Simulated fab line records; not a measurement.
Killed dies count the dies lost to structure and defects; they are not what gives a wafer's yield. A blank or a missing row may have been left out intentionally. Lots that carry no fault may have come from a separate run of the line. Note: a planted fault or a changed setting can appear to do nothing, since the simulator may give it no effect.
fab line records ; flow ritCmos
record: lots: 6; wafers: 18; lastDay: 6
route steps=202 shown GATE@93 REOX@98 NLDD@103 M1@202
lots that met no fault: taken from a fault-free run of the same line
startH: start of the lot's first displayed wafer, in hours after the record's first day ; waitH: time in hours since the lot's previous step ; " same as the row above ; L1.1+2: several wafers, shown together as one row ; - value missing, or start not given ; * or withheld: withheld ; < > ~ a bound
route shown NAME@n: names a module that has steps shown in the file, with the first one's number in the route ; usual: the fault-free wafers' mean and standard deviation ; same: alike in all rows ; chamber/n: place in a boat ; sites: readings site by site ; _std_site: standard deviation across them ; _edge_site: mean of outer sites minus mean of inner sites ; radiusMm: for every site, how far away it sits from the centre of the wafer ; mask NAME#n: copy n ; behind: the last tool/chamber to shape the wafer ; hold: cause of the lot's hold/its duration in hours/its outcome ; device: whichever transistor did not switch (one of n, p or np) ; end of line: tests of these same wafers at the route's end ; a step with no rows: only its recipe ; killed: at the first sort, the dies lost to defects and structure; wafer yield is something else ; map: per-die view of a wafer (x killed, . not killed, _ where there is no die)
set.NAME: the setting that was run; set.NAME@STEP: the one run at that earlier step ; model.NAME: the simulator's own value behind a step, which no gauge read
lots at some steps of the route; a table a step, a row a wafer
services: from which hour (startH, from the record's first day; less than 0 if before it) a tool's chamber was out of use, for how many hours, and why
== steps ==
step: RIT_GATE_OVL_MEAS_17
usual: GATE_OVL: -0.1/1.5
lot.wafer;tool;chamber;startH;waitH;GATE_OVL[nm]
L706.1;overlay-01;-;48.86;0.1;1.6
L706.2;overlay-01;-;48.86;0.1;-0.1
L706.6;overlay-01;-;48.86;0.1;1.5
L711.2;overlay-02;-;73.54;0.1;-1.1
L711.4;overlay-02;-;73.54;0.1;-1.3
L711.5;overlay-02;-;73.54;0.1;1.2
L713.2;overlay-02;-;81.34;0.1;0.5
L713.4;overlay-02;-;81.34;0.1;0.2
L713.5;overlay-02;-;81.34;0.1;-0.1
L714.2;overlay-02;-;86.45;0.1;0.3
L714.5;overlay-02;-;86.45;0.1;1.8
L714.6;overlay-02;-;86.45;0.1;0.5
L720.1;overlay-02;-;116.44;0.1;0.4
L720.4;overlay-02;-;116.44;0.1;-0.3
L720.5;overlay-02;-;116.44;0.1;-1.0
L721.1;overlay-01;-;122.90;0.1;-1.5
L721.2;overlay-01;-;122.90;0.1;-2.9
L721.6;overlay-01;-;122.90;0.1;-3.2
step: RIT_GATE_HARDBAKE_18
recipe: resist: NOVOLAK; tempC: 140; timeS: 60
step: RIT_GATE_ETCH_19
recipe: chemistry: SF6/CHF3/O2; timeS: 165; SF6_flow_sccm: 30; CHF3_flow_sccm: 30; O2_flow_sccm: 5; target: poly-Si; pressureMtorr: 40; rfW: 160; targetDepthA: 3125; overEtchFrac: 0.25; stopOn: SiO2
usual: CHF3_flow_sccm: 30.01/0.097; drypumpMotorCurrentA: 5.54/0.29; oesProductAu: 0.856/0.012; throttleValvePct: 10.28/0.12
lot.wafer;tool;chamber;startH;waitH;CHF3_flow_sccm;drypumpMotorCurrentA;oesProductAu;rfHoursCounterH;throttleValvePct
L706.1;rieSi-01;1;49.04;0.1;29.97;5.86;0.874;102;10.22
L706.2;rieSi-01;0;49.04;0.1;30.11;5.34;0.849;82;10.24
L706.6;rieSi-01;3;49.04;0.1;29.97;5.30;0.871;-;10.17
L711.2;rieSi-02;0;73.72;0.1;30.05;5.60;0.844;39;10.24
L711.4;rieSi-02;2;73.72;0.1;30.20;5.45;0.867;1;10.36
L711.5;rieSi-02;1;73.72;0.1;29.91;5.17;0.836;-;10.49
L713.2;rieSi-02;0;81.52;0.1;30.04;5.59;0.856;39;10.24
L713.4;rieSi-02;3;81.52;0.1;29.85;5.44;0.848;139;10.45
L713.5;rieSi-02;2;81.52;0.1;30.15;5.46;0.860;-;10.35
L714.2;rieSi-01;1;86.63;0.1;29.84;5.86;0.854;102;10.24
L714.5;rieSi-01;1;86.63;0.1;30.06;5.85;0.858;-;10.23
L714.6;rieSi-01;2;86.63;0.1;30.07;6.11;0.865;-;10.10
L720.1;rieSi-01;1;116.66;0.1;30.05;5.86;0.878;103;10.22
L720.4;rieSi-01;2;116.66;0.1;30.10;6.09;0.872;123;10.09
L720.5;rieSi-01;0;116.66;0.1;29.90;5.33;0.857;-;10.23
L721.1;rieSi-02;0;123.09;0.1;30.09;5.59;0.867;39;10.24
L721.2;rieSi-02;3;123.09;0.1;30.07;5.46;0.850;140;10.44
L721.6;rieSi-02;1;123.09;0.1;30.10;5.15;0.843;-;10.49
step: RIT_GATE_STRIP_20
recipe: chemistry: O2; timeS: 180; resist: NOVOLAK; platenTempC: withheld; powerW: 500; pressureMtorr: 4000; o2FlowSccm: 4000
usual: drypumpMotorCurrentA: 5.63/0.28
lot.wafer;tool;chamber;startH;waitH;drypumpMotorCurrentA;rfHoursCounterH
L706.1;plasmaAsher-04;1;49.15;0.1;5.53;43
L706.2;plasmaAsher-04;0;49.15;0.1;5.88;43
L706.6;plasmaAsher-04;0;49.15;0.1;5.88;-
L711.2;plasmaAsher-01;0;73.83;0.1;5.38;42
L711.4;plasmaAsher-01;1;73.83;0.1;6.06;-
L711.5;plasmaAsher-01;1;73.83;0.1;6.04;-
L713.2;plasmaAsher-01;0;81.62;0.1;5.38;43
L713.4;plasmaAsher-01;0;81.62;0.1;5.37;-
L713.5;plasmaAsher-01;1;81.62;0.1;6.02;-
L714.2;plasmaAsher-04;1;86.74;0.1;5.55;46
L714.5;plasmaAsher-04;1;86.74;0.1;5.55;-
L714.6;plasmaAsher-04;0;86.74;0.1;5.87;-
L720.1;plasmaAsher-04;0;116.77;0.1;5.88;50
L720.4;plasmaAsher-04;0;116.77;0.1;5.89;-
L720.5;plasmaAsher-04;1;116.77;0.1;5.53;-
L721.1;plasmaAsher-04;0;123.20;0.1;5.87;51
L721.2;plasmaAsher-04;1;123.20;0.1;5.53;51
L721.6;plasmaAsher-04;0;123.20;0.1;5.87;-
step: RIT_GATE_CD_MEAS_90
recipe: targetCdNm: 150
usual: cdNm: 149.0/2.6
lot.wafer;tool;chamber;startH;waitH;cdNm
L706.1;cdSem-01;-;49.32;0.1;153.5
L706.2;cdSem-01;-;49.32;0.1;152.3
L706.6;cdSem-01;-;49.32;0.1;150.9
L711.2;cdSem-01;-;74.02;0.1;155.6
L711.4;cdSem-01;-;74.02;0.1;153.0
L711.5;cdSem-01;-;74.02;0.1;153.3
L713.2;cdSem-01;-;81.82;0.1;148.5
L713.4;cdSem-01;-;81.82;0.1;146.1
L713.5;cdSem-01;-;81.82;0.1;148.8
L714.2;cdSem-02;-;86.94;0.1;147.8
L714.5;cdSem-02;-;86.94;0.1;148.1
L714.6;cdSem-02;-;86.94;0.1;149.5
L720.1;cdSem-01;-;116.94;0.1;151.9
L720.4;cdSem-01;-;116.94;0.1;153.7
L720.5;cdSem-01;-;116.94;0.1;154.4
L721.1;cdSem-01;-;123.37;0.1;150.6
L721.2;cdSem-01;-;123.37;0.1;152.7
L721.6;cdSem-01;-;123.37;0.1;152.7
step: RIT_REOX_CLEAN_00
recipe: chemistry: SC1; mix: 3:3:50; timeS: 600; tempC: 75
step: RIT_REOX_CLEAN_01
recipe: chemistry: dHF; dilution: 50:1; timeS: 30
step: RIT_REOX_CLEAN_02
recipe: chemistry: SC2; mix: 3:3:50; timeS: 600; tempC: 75; dry: n2Spin
step: RIT_REOX_OXIDATION_03
recipe: tempC: 900; ambient: O2; targetThkA: 252; oxTimeS: 5580
step: RIT_REOX_THK_MEAS_04
recipe: reads: SiO2_of_REOX_OXIDATION_03
usual: REOX_OXIDE_THK: 25.0/0.5
lot.wafer;tool;chamber;startH;waitH;REOX_OXIDE_THK[nm]
L706.1;filmMetro-04;-;52.54;0.0;25.8
L706.2;filmMetro-04;-;52.54;0.0;26.3
L706.6;filmMetro-04;-;52.54;0.0;25.8
L711.2;filmMetro-02;-;77.12;0.0;25.8
L711.4;filmMetro-02;-;77.12;0.0;26.0
L711.5;filmMetro-02;-;77.12;0.0;25.8
L713.2;filmMetro-04;-;84.88;0.0;26.4
L713.4;filmMetro-04;-;84.88;0.0;26.2
L713.5;filmMetro-04;-;84.88;0.0;26.1
L714.2;filmMetro-02;-;89.98;0.0;25.1
L714.5;filmMetro-02;-;89.98;0.0;25.5
L714.6;filmMetro-02;-;89.98;0.0;25.0
L720.1;filmMetro-04;-;119.98;0.0;25.1
L720.4;filmMetro-04;-;119.98;0.0;24.7
L720.5;filmMetro-04;-;119.98;0.0;25.2
L721.1;filmMetro-01;-;126.43;0.0;25.4
L721.2;filmMetro-01;-;126.43;0.0;25.9
L721.6;filmMetro-01;-;126.43;0.0;25.3
step: RIT_NLDD_HMDS_00
recipe: primeTimeS: 60; primeTempC: 140
step: RIT_NLDD_COAT_01
recipe: resist: NOVOLAK; spinRpm: 3250; resistThkNm: 1000
step: RIT_NLDD_SOFTBAKE_02
recipe: resist: NOVOLAK; tempC: 90; timeS: 60
usual: heaterPowerTotalW: 34.57/0.048; plateTempC: 89.99/0.12
lot.wafer;tool;chamber;startH;waitH;heaterPowerTotalW;plateTempC;model.NOVOLAK_of_NLDD_COAT_01.thkNm
L706.1;lithoTrack-04;0;52.90;0.1;34.57;89.85;997.5
L706.2;lithoTrack-04;0;52.90;0.1;34.58;89.81;998.1
L706.6;lithoTrack-04;0;52.90;0.1;34.47;89.90;995.5
L711.2;lithoTrack-02;0;77.49;0.1;34.64;89.86;1001
L711.4;lithoTrack-02;0;77.49;0.1;34.56;89.99;996.2
L711.5;lithoTrack-02;0;77.49;0.1;34.55;89.89;998.5
L713.2;lithoTrack-04;0;85.25;0.1;34.51;90.09;1002
L713.4;lithoTrack-04;0;85.25;0.1;34.62;90.01;1002
L713.5;lithoTrack-04;0;85.25;0.1;34.56;89.94;1003
L714.2;lithoTrack-04;0;90.57;0.1;34.58;90.06;1004
L714.5;lithoTrack-04;0;90.57;0.1;34.57;89.93;1004
L714.6;lithoTrack-04;0;90.57;0.1;34.61;90.03;999.2
L720.1;lithoTrack-04;0;120.34;0.1;36.27;93.17;991.2
L720.4;lithoTrack-04;0;120.34;0.1;36.26;93.13;991.9
L720.5;lithoTrack-04;0;120.34;0.1;36.21;92.99;988.5
L721.1;lithoTrack-04;0;126.79;0.1;36.29;93.14;995.5
L721.2;lithoTrack-04;0;126.79;0.1;36.25;93.19;998
L721.6;lithoTrack-04;0;126.79;0.1;36.26;92.96;998.7
step: RIT_NLDD_EXPOSE_03
recipe: maskId: M7; na: 0.57; targetCdNm: 40700; doseMj: 250
step: RIT_NLDD_PEB_04
recipe: resist: NOVOLAK; tempC: withheld; timeS: withheld
step: RIT_NLDD_DEVELOP_05
recipe: resist: NOVOLAK; developTimeS: 50; devTempC: 23
lot.wafer;tool;chamber;startH;waitH;model.NOVOLAK_of_NLDD_COAT_01.thkNm
L706.1;lithoTrack-04;0;-;-;997.2
L706.2;lithoTrack-04;0;-;-;997.8
L706.6;lithoTrack-04;0;-;-;995.1
L711.2;lithoTrack-04;0;-;-;1001
L711.4;lithoTrack-04;0;-;-;995.9
L711.5;lithoTrack-04;0;-;-;998.1
L713.2;lithoTrack-02;0;-;-;1001
L713.4;lithoTrack-02;0;-;-;1002
L713.5;lithoTrack-02;0;-;-;1003
L714.2;lithoTrack-04;0;-;-;1004
L714.5;lithoTrack-04;0;-;-;1003
L714.6;lithoTrack-04;0;-;-;998.9
L720.1;lithoTrack-02;0;-;-;990.9
L720.4;lithoTrack-02;0;-;-;991.5
L720.5;lithoTrack-02;0;-;-;988.1
L721.1;lithoTrack-03;0;-;-;995.2
L721.2;lithoTrack-03;0;-;-;997.7
L721.6;lithoTrack-03;0;-;-;998.4
step: RIT_NLDD_OVL_MEAS_06
usual: NLDD_OVL: 0.1/1.6
lot.wafer;tool;chamber;startH;waitH;NLDD_OVL[nm]
L706.1;overlay-02;-;53.45;-;0.4
L706.2;overlay-02;-;53.45;-;0.9
L706.6;overlay-02;-;53.45;-;1.5
L711.2;overlay-01;-;78.02;-;2.0
L711.4;overlay-01;-;78.02;-;-0.1
L711.5;overlay-01;-;78.02;-;2.8
L713.2;overlay-01;-;85.78;-;-3.0
L713.4;overlay-01;-;85.78;-;-1.1
L713.5;overlay-01;-;85.78;-;-3.0
L714.2;overlay-02;-;91.10;-;-0.7
L714.5;overlay-02;-;91.10;-;1.5
L714.6;overlay-02;-;91.10;-;2.3
L720.1;overlay-01;-;120.91;-;1.2
L720.4;overlay-01;-;120.91;-;-1.0
L720.5;overlay-01;-;120.91;-;-1.3
L721.1;overlay-01;-;127.46;-;0.4
L721.2;overlay-01;-;127.46;-;-1.1
L721.6;overlay-01;-;127.46;-;-2.2
step: RIT_M1_PROBE_99
usual: killedAtFrontEnd: 7/3; killedDies: 7/3.1; killedOpen: 3.4/2.1; killedShort: 3.2/1.9
same: grossDies: 264; killed_at_M0_to_M3: 0; killed_at_M4_up: 0; killedAtBackSide: 0; killedAtContacts: 0; killedAtOther: 0
lot.wafer;tool;chamber;startH;waitH;killedAtFrontEnd;killedDies;killedOpen;killedShort
L706.1;prober-01;-;68.92;0.1;2;2;1;1
L706.2;prober-01;-;68.97;0.1;6;6;2;4
L706.6;prober-01;-;69.17;0.2;4;4;1;3
L711.2;prober-01;-;93.57;0.1;4;4;0;4
L711.4;prober-01;-;93.67;0.2;4;4;2;2
L711.5;prober-01;-;93.72;0.2;9;9;4;5
L713.2;prober-01;-;101.55;0.1;5;5;3;2
L713.4;prober-01;-;101.65;0.2;8;8;2;6
L713.5;prober-01;-;101.70;0.2;10;10;4;6
L714.2;prober-02;-;107.07;0.1;4;4;1;3
L714.5;prober-02;-;107.22;0.2;3;3;2;1
L714.6;prober-02;-;107.27;0.2;6;6;3;3
L720.1;prober-02;-;137.79;0.1;6;6;4;2
L720.4;prober-02;-;137.94;0.2;5;5;2;3
L720.5;prober-02;-;137.99;0.2;9;9;7;2
L721.1;prober-01;-;143.61;0.1;6;6;3;3
L721.2;prober-01;-;143.66;0.1;7;7;2;5
L721.6;prober-01;-;143.86;0.2;6;6;3;3
killed by level:class
L706.1 GATE:geometricParticle:open=1 SILICIDE:geometricParticle:short=1
L706.2 REOX:geometricParticle:short=2 FOX2:geometricParticle:short=1 FOX2:geometricParticle:open=1 GATE:geometricParticle:open=1 GATE:geometricParticle:short=1
L706.6 GATE:geometricParticle:short=2 FOX2:geometricParticle:short=1 GATE:geometricParticle:open=1
L711.2 GATE:geometricParticle:short=2 SPACER:geometricParticle:short=1 SILICIDE:geometricParticle:short=1
L711.4 FOX1:geometricParticle:open=1 GATE:geometricParticle:short=1 SILICIDE:geometricParticle:short=1 SILICIDE:geometricParticle:open=1
L711.5 GATE:geometricParticle:open=3 FOX1:geometricParticle:short=2 FOX2:geometricParticle:short=1 SPACER:geometricParticle:short=1 SILICIDE:geometricParticle:short=1 SILICIDE:geometricParticle:open=1
L713.2 FOX1:geometricParticle:open=1 FOX1:geometricParticle:short=1 GATE:geometricParticle:open=1 GATE:geometricParticle:short=1 SPACER:geometricParticle:open=1
L713.4 GATE:geometricParticle:short=4 GATE:geometricParticle:open=2 FOX1:geometricParticle:short=1 SPACER:geometricParticle:short=1
L713.5 GATE:geometricParticle:short=4 GATE:geometricParticle:open=3 REOX:geometricParticle:open=1 SPACER:geometricParticle:short=1 SILICIDE:geometricParticle:short=1
L714.2 FOX2:geometricParticle:short=1 GATE:geometricParticle:open=1 GATE:geometricParticle:short=1 REOX:geometricParticle:short=1
L714.5 GATE:geometricParticle:open=2 SILICIDE:geometricParticle:short=1
L714.6 FOX1:geometricParticle:short=1 FOX2:geometricParticle:open=1 FOX2:geometricParticle:short=1 GATE:geometricParticle:open=1 GATE:geometricParticle:short=1 REOX:geometricParticle:open=1
L720.1 FOX1:geometricParticle:open=2 GATE:geometricParticle:open=2 FOX1:geometricParticle:short=1 SILICIDE:geometricParticle:short=1
L720.4 SILICIDE:geometricParticle:short=2 REOX:geometricParticle:open=1 SPACER:geometricParticle:open=1 SPACER:geometricParticle:short=1
L720.5 FOX1:geometricParticle:open=3 REOX:geometricParticle:open=2 SPACER:geometricParticle:short=2 GATE:geometricParticle:open=1 SPACER:geometricParticle:open=1
L721.1 REOX:geometricParticle:short=2 FOX1:geometricParticle:open=1 GATE:geometricParticle:open=1 GATE:geometricParticle:short=1 REOX:geometricParticle:open=1
L721.2 REOX:geometricParticle:short=3 FOX1:geometricParticle:short=1 REOX:geometricParticle:open=1 SPACER:geometricParticle:short=1 SILICIDE:geometricParticle:open=1
L721.6 REOX:geometricParticle:short=2 GATE:geometricParticle:short=1 GATE:geometricParticle:open=1 REOX:geometricParticle:open=1 SILICIDE:geometricParticle:open=1
== services ==
tool;chamber;startH;hours;kind
rieSi-01;1;26.34;4.2;repair
rieSi-02;1;62.37;3.4;repair
plasmaAsher-04;-;71.49;0.9;repair
plasmaAsher-01;-;108.75;9.0;pm
plasmaAsher-01;0;108.75;9.0;ventCycle
plasmaAsher-01;1;108.75;9.0;ventCycle
rieSi-02;3;109.53;12.8;repair
plasmaAsher-01;0;117.75;-;clean
plasmaAsher-01;1;117.75;-;clean
== key ==
firstSign: step: RIT_NLDD_SOFTBAKE_02; reading: heaterPowerTotalW; direction: up; sigmas: 35; usual: 34.57; struck: 36.26
effect: step: RIT_NLDD_SOFTBAKE_02; reading: plateTempC; direction: up; sigmas: 26; usual: *; struck: *
modelEffect: step: RIT_NLDD_SOFTBAKE_02; value: NOVOLAK_of_NLDD_COAT_01.thkNm; without: 1002; struck: 994
modelEffect: step: RIT_NLDD_DEVELOP_05; value: NOVOLAK_of_NLDD_COAT_01.thkNm; without: 1002; struck: 993.6
metAt RIT_NLDD_SOFTBAKE_02
struckWafers L720.1,L720.4,L720.5,L721.1,L721.2,L721.6
testerLeftOut L720,L721
onsetBetween 90.57 120.34
fault: kind: processParameterDrift; tool: lithoTrack-04; chamber: -; onsetH: 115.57; steps: RIT_NLDD_SOFTBAKE_02; channel: tempC; offset: *; shape: step; endH: 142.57; actsIn: *; stated: *
testerLeftOut: of these lots the tester's yield and bins aren't shown, on N5 and GAA mostly nor the transistor test; their killed dies are dies lost to structure and defects alone, not to doping, threshold or leakage, so they don't give the yield
